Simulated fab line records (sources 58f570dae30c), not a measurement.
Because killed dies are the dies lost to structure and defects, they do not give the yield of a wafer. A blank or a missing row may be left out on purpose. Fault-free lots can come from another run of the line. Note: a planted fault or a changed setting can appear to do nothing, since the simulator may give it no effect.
Comparing a struck lot with a sound one	flow berkeleyCmos170	14 out of 331 route steps
Sound: these wafers, L537.1, L537.3, L537.4. The struck wafers were L526.3, L526.5, L526.6. At the end, the cause is stated.
Order at every step that has rows: each side's tool, ch and its chambers, its first start. Under that, the readings that differ: sound wafers	struck wafers	difference of the means	sigmas: that difference in standard deviations of wafers without a fault.
alike: a reading whose means differ by less than 2 such deviations, as well as words and numbers matching on both sides. not compared: withheld readings; readings where some wafer has no value; bounds like >300 that might hide an equal value; numbers whose values overlap and for which the record gives no deviation.
Wherever a step has rows on one side only, a row that says differs or no value, or a row with sigmas, the two part there. When numbers do not overlap yet have no deviation, they are printed without sigmas and do not part them. A reading missing from all wafers of one side parts the sides only when that side holds two or more wafers.

first, 2 steps without rows for these wafers: UCB170_START_CLEAN_01 (cleans in dHF, time 60 s); UCB170_START_OXIDATION_02 (target thk 20 nm, ox time 1800 s).
UCB170_START_THK_MEAS_03:
  sound: filmMetro-02 at day 4 08:47; struck: filmMetro-02 at day 2 00:00
  alike: START_OXIDE_THK
then, 7 steps without rows for these wafers: UCB170_START_ANNEAL_04 (time 1200 s); UCB170_ZERO_HMDS_00 (prime time 60 s); UCB170_ZERO_COAT_01 (resist thk 900 nm); UCB170_ZERO_SOFTBAKE_02 (time 60 s); UCB170_ZERO_EXPOSE_03 (exposes mask PM MARKS, target cd 4000 nm); UCB170_ZERO_PEB_04; UCB170_ZERO_DEVELOP_05 (develop time 45 s).
UCB170_ZERO_ETCH_06: etches SiO2 in CHF3/CF4/Ar, time 12 s.
  sound on rieDiel-02 ch 0,1,2, day 4 14:14; struck on rieDiel-02 ch 0,1, day 2 05:34
  alike: CHF3_flow_sccm, cf4FlowSccm, drypumpMotorCurrentA, oesProductAu, throttleValvePct
  not compared: rfHoursCounterH
UCB170_ZERO_STRIP_07: strips in O2.
  sound on plasmaAsher-01 ch 0,1, day 4 14:16; struck on plasmaAsher-01 ch 0,1, day 2 05:38
  alike: drypumpMotorCurrentA, oesProductAu, stripTimeToEndpointS
  not compared: rfHoursCounterH
UCB170_NWELL_WET_ETCH_00: etches SiO2 in dHF, time 200 s.
  sound on wetBench-04 ch 1, day 4 17:37; struck on wetBench-04 ch 3, day 2 06:10
  no value came back on the struck wafers for bathHeatDutyPct (%), runLengthS (s); on the sound wafers bathHeatDutyPct (%) reads 6.2 6.2 6.5
reading	sound	struck	difference	sigmas
model.SiO2_of_START_OXIDATION_02.thkNm (nm)	0 0 0	20.22 20.2 20.35	+20.26	
then, 1 step without rows for these wafers: UCB170_NWELL_OXIDATION_01 (target thk 26.4 nm, ox time 1260 s).

== WHERE THEY PART ==
Within this record, at UCB170_NWELL_WET_ETCH_00 only.

WHY: whatever the simulator had introduced
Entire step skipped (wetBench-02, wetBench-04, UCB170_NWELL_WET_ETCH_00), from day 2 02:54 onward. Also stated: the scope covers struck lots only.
